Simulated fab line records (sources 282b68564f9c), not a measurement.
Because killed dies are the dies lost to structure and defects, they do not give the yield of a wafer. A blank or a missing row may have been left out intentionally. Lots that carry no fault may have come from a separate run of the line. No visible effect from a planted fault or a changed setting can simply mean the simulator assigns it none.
fab line records + flow rit_cmos
record:
- lots: 6
- wafers: 18
- last_day: 8
route steps=202 shown NSD@138 PSD@142 SDANNEAL@153 M1@202
lots with no fault: from the same line, run without faults
start_h: hours from the record's opening day to when the first of the lot's shown wafers began + wait_h: time in hours since the lot's previous step + " same as the row above + L1.1+2: one row covering several wafers at once + - no value present, or no start provided + * or withheld: withheld + < > ~ a bound
route shown NAME@n: NAME is a module with steps in the file, n the number in the route of the first one + usual: mean/standard deviation taken from wafers without a fault + same: alike in all rows + chamber/n: place in a boat + sites: the reading at each site + _std_site: the standard deviation of these + _edge_site: outer sites' mean less inner sites' + radius_mm: how far each site lies from the wafer's centre + mask NAME#n: copy n + behind: the most recent tool/chamber to have shaped the wafer + hold: cause of the lot's hold/its duration in hours/its outcome + device: transistor that didn't switch, given as n, p or np + end of line: tests run on the same wafers once the route is complete + a step given without rows: its recipe and nothing more + killed: not the wafer's yield, but the dies lost to structure and defects at the first sort + map: dies across one wafer; x = killed, . = not, _ = none there
set.NAME: setting as actually run; set.NAME@STEP: the setting as run at that earlier step + model.NAME: the simulator's own value behind a step, which no gauge read
lots at some steps of the route; a table a step, a row a wafer
services: a tool's chamber out of use, with start hour (start_h, from the record's first day; less than 0 if before it), hours out, and reason
== steps ==
step: RIT_NSD_HARDBAKE_07
recipe:
- resist: NOVOLAK
- temp_c: 140
- time_s: 60
step: RIT_NSD_IMPLANT_08
recipe:
- species: P
- energy_kev: 25
- dose_cm2: 1e+15
- tilt_deg: 7
step: RIT_NSD_STRIP_09
recipe:
- chemistry: O2
- time_s: 180
- resist: NOVOLAK
- platen_temp_c: withheld
- power_w: 500
- pressure_mtorr: 4000
- o2_flow_sccm: 4000
usual:
- drypump_motor_current_A: 5.8/0.42
| lot.wafer | tool            | chamber | start_h | wait_h | drypump_motor_current_A | rf_hours_counter_h |
|-----------|-----------------|---------|---------|--------|-------------------------|--------------------|
| L141.1    | plasma_asher-02 | 0       | 69.62   | 0.1    | 6.6                     | 44                 |
| L141.2    | "               | 1       | "       | "      | 5.5                     | 44                 |
| L141.3    | "               | 0       | "       | "      | 6.6                     | -                  |
| L142.1    | plasma_asher-04 | 1       | 75.81   | 0.1    | 6.1                     | 42                 |
| L142.3    | "               | 1       | "       | "      | 6.1                     | -                  |
| L142.4    | "               | 0       | "       | "      | 5.4                     | -                  |
| L149.1    | plasma_asher-02 | 1       | 110.22  | 0.1    | 5.5                     | 47                 |
| L149.2    | "               | 0       | "       | "      | 6.6                     | 47                 |
| L149.6    | "               | 0       | "       | "      | 6.6                     | -                  |
| L151.2    | plasma_asher-02 | 1       | 119.42  | 0.1    | 5.5                     | 48                 |
| L151.4    | "               | 1       | "       | "      | 5.5                     | -                  |
| L151.6    | "               | 0       | "       | "      | 6.6                     | -                  |
| L160.2    | plasma_asher-02 | 0       | 183.12  | 0.1    | 6.6                     | 53                 |
| L160.5    | "               | 0       | "       | "      | 6.6                     | -                  |
| L160.6    | "               | 1       | "       | "      | 5.4                     | -                  |
| L161.1    | plasma_asher-02 | 0       | 184.86  | 0.1    | 6.6                     | 54                 |
| L161.2    | "               | 1       | "       | "      | 5.4                     | 54                 |
| L161.6    | "               | 1       | "       | "      | 5.4                     | -                  |
step: RIT_NSD_TW_MEAS_10
usual:
- NSD_TW: 3139/20
| lot.wafer | tool          | chamber | start_h | wait_h | NSD_TW |
|-----------|---------------|---------|---------|--------|--------|
| L141.1    | film_metro-01 | -       | 69.80   | 0.1    | 3099   |
| L141.2    | "             | -       | "       | "      | 3105   |
| L141.3    | "             | -       | "       | "      | 3103   |
| L142.1    | film_metro-02 | -       | 75.98   | 0.1    | 3115   |
| L142.3    | "             | -       | "       | "      | 3130   |
| L142.4    | "             | -       | "       | "      | 3114   |
| L149.1    | film_metro-02 | -       | 110.40  | 0.1    | 3171   |
| L149.2    | "             | -       | "       | "      | 3158   |
| L149.6    | "             | -       | "       | "      | 3157   |
| L151.2    | film_metro-01 | -       | 119.60  | 0.1    | 3126   |
| L151.4    | "             | -       | "       | "      | 3146   |
| L151.6    | "             | -       | "       | "      | 3133   |
| L160.2    | film_metro-02 | -       | 183.31  | 0.1    | 3131   |
| L160.5    | "             | -       | "       | "      | 3138   |
| L160.6    | "             | -       | "       | "      | 3136   |
| L161.1    | film_metro-03 | -       | 185.04  | 0.1    | 3129   |
| L161.2    | "             | -       | "       | "      | 3140   |
| L161.6    | "             | -       | "       | "      | 3124   |
step: RIT_PSD_HMDS_00
recipe:
- prime_time_s: 60
- prime_temp_c: 140
step: RIT_PSD_COAT_01
recipe:
- resist: NOVOLAK
- spin_rpm: 3250
- resist_thk_nm: 1000
step: RIT_PSD_SOFTBAKE_02
recipe:
- resist: NOVOLAK
- temp_c: 90
- time_s: 60
step: RIT_PSD_EXPOSE_03
recipe:
- mask_id: M10
- na: 0.57
- target_cd_nm: 40900
- dose_mj: 250
step: RIT_PSD_PEB_04
recipe:
- resist: NOVOLAK
- temp_c: withheld
- time_s: withheld
step: RIT_PSD_DEVELOP_05
recipe:
- resist: NOVOLAK
- develop_time_s: 50
- dev_temp_c: 23
step: RIT_PSD_OVL_MEAS_06
usual:
- PSD_OVL: 1.0/1.3
| lot.wafer | tool       | chamber | start_h | wait_h | PSD_OVL[nm] |
|-----------|------------|---------|---------|--------|-------------|
| L141.1    | overlay-02 | -       | 70.83   | -      | 2.0         |
| L141.2    | "          | -       | "       | "      | -1.7        |
| L141.3    | "          | -       | "       | "      | -3.4        |
| L142.1    | overlay-01 | -       | 77.02   | -      | 2.4         |
| L142.3    | "          | -       | "       | "      | 0.2         |
| L142.4    | "          | -       | "       | "      | 0.8         |
| L149.1    | overlay-01 | -       | 111.43  | -      | 1.1         |
| L149.2    | "          | -       | "       | "      | -1.1        |
| L149.6    | "          | -       | "       | "      | 0.7         |
| L151.2    | overlay-01 | -       | 120.51  | -      | -1.4        |
| L151.4    | "          | -       | "       | "      | -0.1        |
| L151.6    | "          | -       | "       | "      | -0.8        |
| L160.2    | overlay-01 | -       | 184.34  | -      | -1.8        |
| L160.5    | "          | -       | "       | "      | -0.7        |
| L160.6    | "          | -       | "       | "      | -0.9        |
| L161.1    | overlay-02 | -       | 186.07  | -      | 2.1         |
| L161.2    | "          | -       | "       | "      | 1.9         |
| L161.6    | "          | -       | "       | "      | 1.2         |
step: RIT_PSD_HARDBAKE_07
recipe:
- resist: NOVOLAK
- temp_c: 140
- time_s: 60
step: RIT_PSD_IMPLANT_08
recipe:
- species: BF2
- energy_kev: 27
- dose_cm2: 5e+15
- tilt_deg: 7
usual:
- beam_on_s: 14.6/1.2
- dose_ions_cm2: 5.001e+15/5.8e+12
- end_station_pressure_torr: 1.3e-05/1.1e-06
- faraday_current_uA: 10641/880
- tilt_deg: 7.001/0.019
same:
- implant_ion_amu: 49
| lot.wafer | tool         | chamber | start_h | wait_h | beam_on_s | dose_ions_cm2 | end_station_pressure_torr | faraday_current_uA | tilt_deg |
|-----------|--------------|---------|---------|--------|-----------|---------------|---------------------------|--------------------|----------|
| L141.1    | implanter-02 | 0       | 71.02   | 0.1    | 13.2      | 5.006e+15     | 1.43e-05                  | 11639              | 6.987    |
| L141.2    | "            | 0       | "       | "      | 13.4      | 4.996e+15     | 1.32e-05                  | 11541              | 6.965    |
| L141.3    | "            | 0       | "       | "      | 13.5      | 4.993e+15     | 1.48e-05                  | 11381              | 7.010    |
| L142.1    | implanter-03 | 0       | 77.22   | 0.1    | 15.1      | 4.998e+15     | 1.35e-05                  | 10242              | 6.988    |
| L142.3    | "            | 0       | "       | "      | 14.7      | 4.995e+15     | 1.31e-05                  | 10479              | 7.025    |
| L142.4    | "            | 0       | "       | "      | 14.8      | 4.997e+15     | 1.25e-05                  | 10388              | 7.015    |
| L149.1    | implanter-04 | 0       | 111.62  | 0.1    | 10.1      | 2.337e+15     | 1.01e-05                  | 7133               | 7.024    |
| L149.2    | "            | 0       | "       | "      | 10.0      | 2.335e+15     | 1.07e-05                  | 7259               | 7.011    |
| L149.6    | "            | 0       | "       | "      | 9.8       | 2.332e+15     | 1.12e-05                  | 7359               | 7.015    |
| L151.2    | implanter-04 | 0       | 120.71  | 0.1    | 9.7       | 2.333e+15     | 1.13e-05                  | 7467               | 7.006    |
| L151.4    | "            | 0       | "       | "      | 9.9       | 2.344e+15     | 1.1e-05                   | 7299               | 6.977    |
| L151.6    | "            | 0       | "       | "      | 9.7       | 2.341e+15     | 1.12e-05                  | 7445               | 7.012    |
| L160.2    | implanter-02 | 0       | 184.55  | 0.1    | 13.2      | 5.008e+15     | 1.35e-05                  | 11682              | 7.029    |
| L160.5    | "            | 0       | "       | "      | 13.4      | 5.002e+15     | 1.44e-05                  | 11526              | 6.979    |
| L160.6    | "            | 0       | "       | "      | 13.3      | 4.995e+15     | 1.36e-05                  | 11538              | 7.000    |
| L161.1    | implanter-02 | 0       | 186.26  | 0.1    | 13.4      | 5.006e+15     | 1.4e-05                   | 11503              | 6.990    |
| L161.2    | "            | 0       | "       | "      | 13.8      | 4.987e+15     | 1.36e-05                  | 11101              | 7.027    |
| L161.6    | "            | 0       | "       | "      | 13.3      | 5.001e+15     | 1.36e-05                  | 11580              | 7.037    |
step: RIT_PSD_STRIP_09
recipe:
- chemistry: O2
- time_s: 180
- resist: NOVOLAK
- platen_temp_c: withheld
- power_w: 500
- pressure_mtorr: 4000
- o2_flow_sccm: 4000
usual:
- drypump_motor_current_A: 5.7/0.46
| lot.wafer | tool            | chamber | start_h | wait_h | drypump_motor_current_A | rf_hours_counter_h |
|-----------|-----------------|---------|---------|--------|-------------------------|--------------------|
| L141.1    | plasma_asher-04 | 1       | 71.17   | 0.1    | 6.1                     | 42                 |
| L141.2    | "               | 0       | "       | "      | 5.4                     | 42                 |
| L141.3    | "               | 1       | "       | "      | 6.1                     | -                  |
| L142.1    | plasma_asher-04 | 0       | 77.37   | 0.1    | 5.4                     | 42                 |
| L142.3    | "               | 1       | "       | "      | 6.1                     | -                  |
| L142.4    | "               | 0       | "       | "      | 5.4                     | -                  |
| L149.1    | plasma_asher-04 | 1       | 111.77  | 0.1    | 6.1                     | 46                 |
| L149.2    | "               | 0       | "       | "      | 5.4                     | 46                 |
| L149.6    | "               | 0       | "       | "      | 5.4                     | -                  |
| L151.2    | plasma_asher-04 | 0       | 120.84  | 0.1    | 5.4                     | 47                 |
| L151.4    | "               | 1       | "       | "      | 6.1                     | -                  |
| L151.6    | "               | 0       | "       | "      | 5.4                     | -                  |
| L160.2    | plasma_asher-01 | 0       | 184.67  | 0.1    | 5.4                     | 7                  |
| L160.5    | "               | 0       | "       | "      | 5.4                     | -                  |
| L160.6    | "               | 1       | "       | "      | 5.9                     | -                  |
| L161.1    | plasma_asher-04 | 0       | 186.41  | 0.1    | 5.4                     | 53                 |
| L161.2    | "               | 1       | "       | "      | 6.1                     | 53                 |
| L161.6    | "               | 0       | "       | "      | 5.4                     | -                  |
step: RIT_PSD_TW_MEAS_10
usual:
- PSD_TW: 3444/21
| lot.wafer | tool          | chamber | start_h | wait_h | PSD_TW |
|-----------|---------------|---------|---------|--------|--------|
| L141.1    | film_metro-02 | -       | 71.34   | 0.1    | 3470   |
| L141.2    | "             | -       | "       | "      | 3456   |
| L141.3    | "             | -       | "       | "      | 3467   |
| L142.1    | film_metro-02 | -       | 77.54   | 0.1    | 3428   |
| L142.3    | "             | -       | "       | "      | 3417   |
| L142.4    | "             | -       | "       | "      | 3451   |
| L149.1    | film_metro-02 | -       | 111.94  | 0.1    | 3138   |
| L149.2    | "             | -       | "       | "      | 3127   |
| L149.6    | "             | -       | "       | "      | 3107   |
| L151.2    | film_metro-01 | -       | 121.02  | 0.1    | 3117   |
| L151.4    | "             | -       | "       | "      | 3132   |
| L151.6    | "             | -       | "       | "      | 3140   |
| L160.2    | film_metro-03 | -       | 184.86  | 0.1    | 3466   |
| L160.5    | "             | -       | "       | "      | 3469   |
| L160.6    | "             | -       | "       | "      | 3463   |
| L161.1    | film_metro-03 | -       | 186.59  | 0.1    | 3436   |
| L161.2    | "             | -       | "       | "      | 3459   |
| L161.6    | "             | -       | "       | "      | 3478   |
step: RIT_SDANNEAL_CLEAN_00
recipe:
- chemistry: SC1
- mix: 3:3:50
- time_s: 600
- temp_c: 75
step: RIT_SDANNEAL_CLEAN_01
recipe:
- chemistry: dHF
- dilution: 50:1
- time_s: 30
step: RIT_SDANNEAL_CLEAN_02
recipe:
- chemistry: SC2
- mix: 3:3:50
- time_s: 600
- temp_c: 75
- dry: n2_spin
step: RIT_SDANNEAL_RTA_03
recipe:
- temp_c: 1050
- time_s: 5
- idle_temp_c: 600
- ramp_up_c_per_s: 342
- ramp_down_c_per_s: 171
- cool_to_c: 600
- ambient: N2
usual:
- ramp_down_c_per_s: 171.00/0.029
- ramp_up_c_per_s: 342.00/0.065
- wafer_temp_C_max: 1053.3/1
| lot.wafer | tool          | chamber | start_h | wait_h | ramp_down_c_per_s | ramp_up_c_per_s | wafer_temp_C_max |
|-----------|---------------|---------|---------|--------|-------------------|-----------------|------------------|
| L141.1    | rtp_anneal-01 | 0       | 71.77   | 0.0    | 170.97            | 341.94          | 1053.1           |
| L141.2    | "             | 0       | "       | "      | 170.96            | 341.95          | 1052.2           |
| L141.3    | "             | 0       | "       | "      | 171.04            | 341.96          | 1053.7           |
| L142.1    | rtp_anneal-02 | 0       | 77.97   | 0.0    | 171.02            | 342.03          | 1054.8           |
| L142.3    | "             | 0       | "       | "      | 171.01            | 341.93          | 1053.3           |
| L142.4    | "             | 0       | "       | "      | 170.95            | 341.93          | 1053.2           |
| L149.1    | rtp_anneal-01 | 0       | 112.38  | 0.0    | 171.02            | 342.11          | 1052.2           |
| L149.2    | "             | 0       | "       | "      | 170.97            | 342.11          | 1053.9           |
| L149.6    | "             | 0       | "       | "      | 170.99            | 342.07          | 1052.5           |
| L151.2    | rtp_anneal-01 | 0       | 121.45  | 0.0    | 171.03            | 341.95          | 1052.0           |
| L151.4    | "             | 0       | "       | "      | 170.94            | 342.06          | 1053.1           |
| L151.6    | "             | 0       | "       | "      | 170.93            | 342.02          | 1052.5           |
| L160.2    | rtp_anneal-01 | 0       | 185.31  | 0.0    | 170.98            | 342.05          | 1051.3           |
| L160.5    | "             | 0       | "       | "      | 170.96            | 341.93          | 1051.7           |
| L160.6    | "             | 0       | "       | "      | 170.99            | 342.00          | 1053.8           |
| L161.1    | rtp_anneal-02 | 0       | 187.06  | 0.0    | 171.00            | 341.94          | 1053.4           |
| L161.2    | "             | 0       | "       | "      | 171.00            | 341.97          | 1053.9           |
| L161.6    | "             | 0       | "       | "      | 170.98            | 342.10          | 1053.3           |
step: RIT_SDANNEAL_RS_MEAS_04
recipe:
- thk_meas_gauge: four-point-probe
usual:
- PSD_RS: 115.9/0.32
| lot.wafer | tool          | chamber | start_h | wait_h | PSD_RS[ohm/sq] |
|-----------|---------------|---------|---------|--------|----------------|
| L141.1    | film_metro-01 | -       | 71.83   | 0.0    | 115.9          |
| L141.2    | "             | -       | "       | "      | 115.9          |
| L141.3    | "             | -       | "       | "      | 116.1          |
| L142.1    | film_metro-03 | -       | 78.03   | 0.0    | 115.8          |
| L142.3    | "             | -       | "       | "      | 115.6          |
| L142.4    | "             | -       | "       | "      | 115.8          |
| L149.1    | film_metro-01 | -       | 112.44  | 0.0    | 127.3          |
| L149.2    | "             | -       | "       | "      | 127.0          |
| L149.6    | "             | -       | "       | "      | 126.8          |
| L151.2    | film_metro-03 | -       | 121.52  | 0.1    | 126.7          |
| L151.4    | "             | -       | "       | "      | 126.3          |
| L151.6    | "             | -       | "       | "      | 126.9          |
| L160.2    | film_metro-03 | -       | 185.38  | 0.1    | 115.6          |
| L160.5    | "             | -       | "       | "      | 115.9          |
| L160.6    | "             | -       | "       | "      | 115.9          |
| L161.1    | film_metro-03 | -       | 187.12  | 0.0    | 115.8          |
| L161.2    | "             | -       | "       | "      | 115.7          |
| L161.6    | "             | -       | "       | "      | 115.8          |
step: RIT_SDANNEAL_RS_MEAS_05
recipe:
- thk_meas_gauge: four-point-probe
usual:
- NSD_RS: 84.5/0.31
| lot.wafer | tool          | chamber | start_h | wait_h | NSD_RS[ohm/sq] |
|-----------|---------------|---------|---------|--------|----------------|
| L141.1    | film_metro-01 | -       | 71.95   | 0.1    | 84.4           |
| L141.2    | "             | -       | "       | "      | 84.6           |
| L141.3    | "             | -       | "       | "      | 84.4           |
| L142.1    | film_metro-03 | -       | 78.15   | 0.1    | 84.5           |
| L142.3    | "             | -       | "       | "      | 84.6           |
| L142.4    | "             | -       | "       | "      | 84.6           |
| L149.1    | film_metro-01 | -       | 112.56  | 0.1    | 84.4           |
| L149.2    | "             | -       | "       | "      | 84.3           |
| L149.6    | "             | -       | "       | "      | 84.2           |
| L151.2    | film_metro-03 | -       | 121.64  | 0.1    | 84.2           |
| L151.4    | "             | -       | "       | "      | 84.3           |
| L151.6    | "             | -       | "       | "      | 84.1           |
| L160.2    | film_metro-03 | -       | 185.50  | 0.1    | 84.0           |
| L160.5    | "             | -       | "       | "      | 84.4           |
| L160.6    | "             | -       | "       | "      | 84.4           |
| L161.1    | film_metro-03 | -       | 187.24  | 0.1    | 84.8           |
| L161.2    | "             | -       | "       | "      | 84.1           |
| L161.6    | "             | -       | "       | "      | 84.9           |
step: RIT_M1_PROBE_99
usual:
- killed_at_contacts: 0.1/0.24
- killed_at_front_end: 7/3.1
- killed_dies: 7/3.1
- killed_open: 3.3/1.9
- killed_short: 3.9/2.1
same:
- gross_dies: 264
- killed_at_M0_to_M3: 0
- killed_at_M4_up: 0
- killed_at_back_side: 0
- killed_at_other: 0
| lot.wafer | tool      | chamber | start_h | wait_h | killed_at_contacts | killed_at_front_end | killed_dies | killed_open | killed_short | model.etest.pmos_0p3.r_on_ohm_um | model.etest.contact_pplus.end_ohm_um | model.etest.pmos_0p3.drive_ua_um | model.etest.ppoly_line.rs_ohm_sq | model.etest.vpnp.gain | model.etest.pmos_0p15.tox_inv_nm | model.etest.pmos_0p15.junction_log10_a_um | model.etest.diode_pplus_comb.cj_ff_um2 |
|-----------|-----------|---------|---------|--------|--------------------|---------------------|-------------|-------------|--------------|----------------------------------|--------------------------------------|----------------------------------|----------------------------------|-----------------------|----------------------------------|-------------------------------------------|----------------------------------------|
| L141.1    | prober-02 | -       | 79.32   | 0.1    | 0                  | 12                  | 12          | 5           | 7            | 6232                             | 41.67                                | 101.5                            | 16.44                            | 1.074                 | 3.998                            | -13.73                                    | 1.96                                   |
| L141.2    | prober-02 | -       | 79.37   | 0.1    | 0                  | 4                   | 4           | 1           | 3            | 6278                             | 43.73                                | 101.6                            | 16.14                            | 1.086                 | 4.018                            | -13.84                                    | 1.954                                  |
| L141.3    | prober-02 | -       | 79.42   | 0.2    | 0                  | 10                  | 10          | 8           | 2            | 6205                             | 43.39                                | 101.9                            | 16.32                            | 1.065                 | 4.005                            | -13.92                                    | 1.961                                  |
| L142.1    | prober-01 | -       | 85.39   | 0.1    | 0                  | 4                   | 4           | 2           | 2            | 6412                             | 43.43                                | 97.8                             | 16.8                             | 1.036                 | 4.134                            | -13.69                                    | 2.046                                  |
| L142.3    | prober-01 | -       | 85.49   | 0.2    | 0                  | 1                   | 1           | 0           | 1            | 6307                             | 43.14                                | 101.4                            | 16.85                            | 1.058                 | 4.021                            | -13.89                                    | 2.021                                  |
| L142.4    | prober-01 | -       | 85.54   | 0.2    | 0                  | 10                  | 10          | 2           | 8            | 6100                             | 44.6                                 | 104.6                            | 16.54                            | 1.027                 | 3.968                            | -13.76                                    | 2.021                                  |
| L149.1    | prober-02 | -       | 119.68  | 0.1    | 0                  | 5                   | 5           | 2           | 3            | 6783                             | 71.39                                | 91.57                            | 16.87                            | 0.7731                | 4.234                            | -13.6                                     | 1.966                                  |
| L149.2    | prober-02 | -       | 119.73  | 0.1    | 0                  | 4                   | 4           | 2           | 2            | 6763                             | 66.36                                | 92.22                            | 17.22                            | 0.8033                | 4.298                            | -13.66                                    | 1.97                                   |
| L149.6    | prober-02 | -       | 119.93  | 0.2    | 0                  | 3                   | 3           | 1           | 2            | 6654                             | 68.6                                 | 93.91                            | 17.1                             | 0.787                 | 4.194                            | -13.57                                    | 1.969                                  |
| L151.2    | prober-02 | -       | 128.97  | 0.1    | 0                  | 6                   | 6           | 4           | 2            | 6657                             | 67.29                                | 91.82                            | 16.42                            | 0.8232                | 4.294                            | -13.66                                    | 1.922                                  |
| L151.4    | prober-02 | -       | 129.07  | 0.2    | 0                  | 7                   | 7           | 6           | 1            | 6611                             | 67.38                                | 93.27                            | 16.76                            | 0.839                 | 4.298                            | -13.7                                     | 1.925                                  |
| L151.6    | prober-02 | -       | 129.17  | 0.2    | 0                  | 6                   | 6           | 3           | 3            | 6587                             | 67.77                                | 93.84                            | 16.57                            | 0.8102                | 4.216                            | -13.57                                    | 1.913                                  |
| L160.2    | prober-02 | -       | 194.35  | 0.1    | 0                  | 13                  | 13          | 5           | 8            | 6429                             | 42.51                                | 98.04                            | 16.55                            | 1.059                 | 4.104                            | -13.79                                    | 1.995                                  |
| L160.5    | prober-02 | -       | 194.50  | 0.2    | 0                  | 8                   | 8           | 2           | 6            | 6304                             | 44.32                                | 99.84                            | 16.26                            | 1.042                 | 4.133                            | -13.77                                    | 1.996                                  |
| L160.6    | prober-02 | -       | 194.55  | 0.2    | 1                  | 9                   | 10          | 4           | 6            | 6451                             | 44.63                                | 97                               | 16.52                            | 1.077                 | 4.095                            | -13.87                                    | 1.988                                  |
| L161.1    | prober-01 | -       | 195.80  | 0.1    | 1                  | 10                  | 11          | 3           | 8            | 6421                             | 43.4                                 | 98.38                            | 16.45                            | 1.087                 | 4.093                            | -13.95                                    | 1.97                                   |
| L161.2    | prober-01 | -       | 195.85  | 0.1    | 0                  | 8                   | 8           | 4           | 4            | 6559                             | 42.4                                 | 94.86                            | 16.36                            | 1.074                 | 4.129                            | -13.8                                     | 1.974                                  |
| L161.6    | prober-01 | -       | 196.05  | 0.2    | 0                  | 13                  | 13          | 7           | 6            | 6415                             | 42.32                                | 96.67                            | 16.36                            | 1.079                 | 4.091                            | -13.82                                    | 1.96                                   |
killed by level:class
L141.1 FOX1:geometric_particle:short=4 FOX1:geometric_particle:open=4 REOX:geometric_particle:short=2 REOX:geometric_particle:open=1 SILICIDE:geometric_particle:short=1
L141.2 FOX1:geometric_particle:short=2 FOX2:geometric_particle:open=1 REOX:geometric_particle:short=1
L141.3 GATE:geometric_particle:open=4 REOX:geometric_particle:short=2 FOX1:geometric_particle:open=1 FOX2:geometric_particle:open=1 REOX:geometric_particle:open=1 SILICIDE:geometric_particle:open=1
L142.1 GATE:geometric_particle:short=1 GATE:geometric_particle:open=1 SILICIDE:geometric_particle:short=1 SILICIDE:geometric_particle:open=1
L142.3 GATE:geometric_particle:short=1
L142.4 GATE:geometric_particle:short=5 FOX2:geometric_particle:short=1 FOX2:geometric_particle:open=1 GATE:geometric_particle:open=1 REOX:geometric_particle:short=1 SPACER:geometric_particle:short=1
L149.1 FOX1:geometric_particle:short=1 FOX2:geometric_particle:open=1 GATE:geometric_particle:short=1 REOX:geometric_particle:open=1 SPACER:geometric_particle:short=1
L149.2 GATE:geometric_particle:short=1 REOX:geometric_particle:open=1 REOX:geometric_particle:short=1 SILICIDE:geometric_particle:open=1
L149.6 REOX:geometric_particle:open=1 SPACER:geometric_particle:short=1 SILICIDE:geometric_particle:short=1
L151.2 GATE:geometric_particle:open=3 FOX1:geometric_particle:open=1 GATE:geometric_particle:short=1 SPACER:geometric_particle:short=1
L151.4 FOX1:geometric_particle:open=3 FOX1:geometric_particle:short=1 GATE:geometric_particle:open=1 SPACER:geometric_particle:open=1 SILICIDE:geometric_particle:open=1
L151.6 GATE:geometric_particle:open=2 GATE:geometric_particle:short=2 FOX1:geometric_particle:open=1 SPACER:geometric_particle:short=1
L160.2 GATE:geometric_particle:short=3 REOX:geometric_particle:short=2 SILICIDE:geometric_particle:open=2 SILICIDE:geometric_particle:short=2 FOX1:geometric_particle:open=1 FOX2:geometric_particle:open=1 FOX2:geometric_particle:short=1 GATE:geometric_particle:open=1
L160.5 GATE:geometric_particle:short=2 REOX:geometric_particle:short=2 SPACER:geometric_particle:short=2 SILICIDE:geometric_particle:open=1 REOX:geometric_particle:open=1
L160.6 REOX:geometric_particle:short=2 REOX:geometric_particle:open=2 SILICIDE:geometric_particle:short=2 GATE:geometric_particle:open=1 SPACER:geometric_particle:short=1 SPACER:geometric_particle:open=1 CONTACT:geometric_particle:short=1
L161.1 GATE:geometric_particle:short=5 GATE:geometric_particle:open=2 FOX2:geometric_particle:short=1 SPACER:geometric_particle:short=1 SILICIDE:geometric_particle:short=1 CONTACT:geometric_particle:open=1
L161.2 GATE:geometric_particle:open=3 GATE:geometric_particle:short=2 FOX1:geometric_particle:short=1 SPACER:geometric_particle:open=1 SPACER:geometric_particle:short=1
L161.6 GATE:geometric_particle:open=7 FOX1:geometric_particle:short=3 GATE:geometric_particle:short=2 FOX2:geometric_particle:short=1
== services ==
| tool            | chamber | start_h | hours | kind       |
|-----------------|---------|---------|-------|------------|
| plasma_asher-04 | -       | 47.58   | 3.2   | repair     |
| implanter-04    | -       | 54.73   | 10.3  | repair     |
| implanter-04    | -       | 66.10   | 15.3  | pm         |
| implanter-02    | -       | 88.23   | 6.2   | repair     |
| plasma_asher-02 | -       | 92.16   | 14.6  | pm         |
| plasma_asher-01 | -       | 108.75  | 9.0   | pm         |
| plasma_asher-01 | 0       | 108.75  | 9.0   | vent_cycle |
| plasma_asher-01 | 1       | 108.75  | 9.0   | vent_cycle |
| plasma_asher-04 | -       | 116.94  | 2.9   | repair     |
| plasma_asher-01 | 0       | 117.75  | -     | clean      |
| plasma_asher-01 | 1       | 117.75  | -     | clean      |
| plasma_asher-04 | -       | 167.00  | 0.6   | repair     |
| plasma_asher-02 | -       | 168.22  | 6.6   | repair     |
== key ==
first_sign:
- step: RIT_PSD_IMPLANT_08
- reading: dose_ions_cm2
- direction: down
- sigmas: 99+
- usual: 5.001e+15
- struck: 2.337e+15
effect:
- step: RIT_PSD_IMPLANT_08
- reading: beam_on_s
- direction: down
- sigmas: 3.8
- usual: 14.6
- struck: 9.9
effect:
- step: RIT_PSD_TW_MEAS_10
- reading: PSD_TW
- direction: down
- sigmas: 15
- usual: 3444
- struck: 3127
effect:
- step: RIT_SDANNEAL_RS_MEAS_04
- reading: PSD_RS
- direction: up
- sigmas: 34
- usual: 115.9
- struck: 126.8
model_effect:
- step: RIT_M1_PROBE_99
- value: etest.pmos_0p3.r_on_ohm_um
- without: 6378
- struck: 6676
met_at RIT_PSD_IMPLANT_08
struck_wafers L149.1,L149.2,L149.6,L151.2,L151.4,L151.6
tester_left_out L149,L151
fault:
- kind: process_parameter_drift
- tool: implanter-04
- chamber: -
- onset_h: 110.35
- steps: RIT_PSD_IMPLANT_08
- channel: dose_cm2
- offset: -2.6627e+15
- shape: step
- end_h: 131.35
- acts_in: these_recipes_only
- stated: 5e+15
tester_left_out: of these lots the tester's yield and bins aren't shown, on N5 and GAA mostly nor the transistor test; their killed dies are dies lost to structure and defects alone, not to doping, threshold or leakage, so they don't give the yield
